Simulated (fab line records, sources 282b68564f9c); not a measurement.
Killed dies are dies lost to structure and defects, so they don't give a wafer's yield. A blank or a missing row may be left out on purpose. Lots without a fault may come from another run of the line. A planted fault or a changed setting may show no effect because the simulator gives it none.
Which tool did it? | flow rit_cmos | 15 lots, 45 wafers sampled, at 5 steps of a route of 202

WHAT THE GAUGES READ, wafer by wafer
RIT_PWELL_TW_MEAS_10. Usual: PWELL_TW 946, standard deviation 12.
lot  | measured    | on            | PWELL_TW                      | flag
L155 | day 1 23:05 | film_metro-04 | 958 953 953                   |
L156 | day 2 05:10 | film_metro-01 | 929 931 928                   |
L157 | day 2 12:42 | film_metro-02 | 950 954 949                   |
L159 | day 2 23:57 | film_metro-02 | 949 958 954                   |
L161 | day 3 06:05 | film_metro-04 | 954 950 954                   |
L162 | day 3 11:02 | film_metro-04 | 957 959 962                   |
L163 | day 3 20:49 | film_metro-02 | 961 961 956                   |
L164 | day 4 00:53 | film_metro-01 | 930 935 931                   |
L166 | day 4 09:08 | film_metro-04 | 953 955 951                   |
L167 | day 4 13:26 | film_metro-04 | 1180 1190 1191 1189 1179 1190 | OFF
L169 | day 4 22:20 | film_metro-02 | 1192 1188 1184 1190 1190 1183 | OFF
L171 | day 5 09:01 | film_metro-01 | 1161 1162 1158 1161 1166 1160 | OFF
L175 | day 6 04:07 | film_metro-02 | 952 947 949                   |
L176 | day 6 09:26 | film_metro-01 | 928 929 932                   |
L178 | day 6 20:08 | film_metro-04 | 961 957 958                   |

RIT_WELLDRIVE_RS_MEAS_02: measures by four-point-probe. Usual: PWELL_RS 429.3 ohm/sq, standard deviation 1.2.
lot  | measured    | on            | PWELL_RS (ohm/sq)                   | flag
L155 | day 2 04:32 | film_metro-01 | 428.1 428.0 430.0                   |
L156 | day 2 11:23 | film_metro-01 | 430.5 430.1 429.4                   |
L157 | day 2 18:01 | film_metro-01 | 430.2 427.2 429.5                   |
L159 | day 3 05:23 | film_metro-04 | 428.5 427.8 429.2                   |
L161 | day 3 12:58 | film_metro-04 | 428.2 430.1 429.9                   |
L162 | day 3 18:07 | film_metro-02 | 428.6 428.8 429.1                   |
L163 | day 4 02:08 | film_metro-02 | 426.3 426.2 428.3                   |
L164 | day 4 07:46 | film_metro-01 | 429.3 428.9 431.7                   |
L166 | day 4 14:50 | film_metro-02 | 428.6 429.8 429.2                   |
L167 | day 4 20:32 | film_metro-02 | 280.8 280.4 280.2 280.5 280.1 280.1 | OFF
L169 | day 5 06:16 | film_metro-01 | 281.1 280.9 280.9 281.0 280.9 281.2 | OFF
L171 | day 5 16:50 | film_metro-01 | 280.5 280.8 281.3 280.8 281.4 280.8 | OFF
L175 | day 6 11:03 | film_metro-01 | 428.5 427.9 427.8                   |
L176 | day 6 15:56 | film_metro-01 | 427.4 428.3 428.4                   |
L178 | day 7 02:03 | film_metro-01 | 429.7 429.5 429.3                   |

RIT_NSD_TW_MEAS_10. Usual: NSD_TW 3106, standard deviation 27.
lot  | measured    | on            | NSD_TW         | flag
L155 | day 3 04:49 | film_metro-02 | 3128 3135 3125 |
L156 | day 3 09:08 | film_metro-03 | 3088 3074 3081 |
L157 | day 3 15:41 | film_metro-03 | 3098 3107 3081 |
L159 | day 4 08:48 | film_metro-04 | 3109 3140 3108 |
L161 | day 4 10:51 | film_metro-03 | 3073 3075 3062 |
L162 | day 4 17:39 | film_metro-02 | 3117 3117 3111 |
L163 | day 4 22:37 | film_metro-04 | 3111 3122 3128 |
L164 | day 5 05:05 | film_metro-02 | 3113 3125 3123 |
L166 | day 5 12:13 | film_metro-02 | 3131 3125 3122 |
L175 | day 7 08:49 | film_metro-02 | 3124 3124 3133 |
L176 | day 7 13:03 | film_metro-02 | 3120 3128 3112 |
L178 | day 7 21:40 | film_metro-03 | 3066 3065 3074 |

RIT_CONTACT_OVL_MEAS_09. Usual: CONTACT_OVL 2.0 nm, standard deviation 0.92.
lot  | measured    | on         | CONTACT_OVL (nm) | flag
L155 | day 3 09:13 | overlay-02 | 1.4 2.8 2.5      |
L156 | day 3 13:26 | overlay-01 | 2.7 1.7 1.2      |
L157 | day 3 20:07 | overlay-02 | 3.2 2.8 3.0      |
L159 | day 4 13:19 | overlay-02 | 1.8 1.9 2.5      |
L161 | day 4 15:05 | overlay-02 | 3.0 3.1 2.4      |
L162 | day 4 21:53 | overlay-02 | 1.1 1.6 -0.1     |
L163 | day 5 02:50 | overlay-01 | 1.2 1.2 0.2      |
L164 | day 5 09:27 | overlay-02 | 3.2 2.5 3.6      |
L166 | day 5 16:20 | overlay-01 | 1.2 2.9 2.5      |
L175 | day 7 13:12 | overlay-02 | 1.2 1.2 1.5      |
L176 | day 7 17:10 | overlay-01 | 1.0 1.3 1.5      |
L178 | day 8 02:03 | overlay-02 | 0.8 1.5 0.6      |

WHICH TOOL RAN EACH LOT (tool, then ch and the chambers of the sampled wafers, then the start)
lot  | RIT_PWELL_IMPLANT_08
L155 | implanter-02 ch 0, day 1 22:48
L156 | implanter-02 ch 0, day 2 04:52
L157 | implanter-03 ch 0, day 2 12:23
L159 | implanter-03 ch 0, day 2 23:40
L161 | implanter-04 ch 0, day 3 05:46
L162 | implanter-04 ch 0, day 3 10:44
L163 | implanter-04 ch 0, day 3 20:31
L164 | implanter-02 ch 0, day 4 00:34
L166 | implanter-04 ch 0, day 4 08:40
L167 | implanter-04 ch 0, day 4 12:48
L169 | implanter-04 ch 0, day 4 21:45
L171 | implanter-04 ch 0, day 5 08:23
L175 | implanter-03 ch 0, day 6 03:47
L176 | implanter-04 ch 0, day 6 09:07
L178 | implanter-04 ch 0, day 6 19:49
- RIT_PWELL_IMPLANT_08

WHAT THE TOOLS THEMSELVES READ (means of the sampled wafers that have a number; where no wafer has one, the mark that the record gives instead)
RIT_PWELL_IMPLANT_08. Usual: faraday_current_uA 222, standard deviation 4.5; tilt_deg 6.996 degrees, standard deviation 0.02.
lot  | tool         | faraday_current_uA | tilt_deg (degrees) | flag
L155 | implanter-02 | 224                | 6.981              |
L156 | implanter-02 | 219                | 6.978              |
L157 | implanter-03 | 225                | 7.003              |
L159 | implanter-03 | 225                | 6.966              |
L161 | implanter-04 | 218                | 6.993              |
L162 | implanter-04 | 225                | 6.990              |
L163 | implanter-04 | 223                | 7.010              |
L164 | implanter-02 | 223                | 7.010              |
L166 | implanter-04 | 226                | 7.016              |
L167 | implanter-04 | 224                | 6.992              |
L169 | implanter-04 | 222                | 6.997              |
L171 | implanter-04 | 222                | 7.013              |
L175 | implanter-03 | 218                | 6.991              |
L176 | implanter-04 | 224                | 6.997              |
L178 | implanter-04 | 221                | 6.956              |

THE ANSWER, worked out from the rows above alone
Rule: a lot is off if the mean of its wafers that have a number lies more than 3 standard deviations from the usual mean. A lot without any number at a reading at which 4 lots or more have one is off too. The other lots that the step has rows for count as sound. The gauges are gone through in route order, then the tools' own readings, and for those a lot's mean is taken as printed above. The first step at which some lot is off is used, and at that step the reading that is off furthest; a lot without a number counts as furthest.
Off: L167, L169, L171, at RIT_PWELL_TW_MEAS_10 (PWELL_TW).
A tool fits if, at a process step before that reading, it ran every lot that is off, and no sound lot after the first of them. The gauges at RIT_PWELL_TW_MEAS_10 are tried like those tools. None of those tried fits.

WHAT THE SIMULATOR HAD PUT IN
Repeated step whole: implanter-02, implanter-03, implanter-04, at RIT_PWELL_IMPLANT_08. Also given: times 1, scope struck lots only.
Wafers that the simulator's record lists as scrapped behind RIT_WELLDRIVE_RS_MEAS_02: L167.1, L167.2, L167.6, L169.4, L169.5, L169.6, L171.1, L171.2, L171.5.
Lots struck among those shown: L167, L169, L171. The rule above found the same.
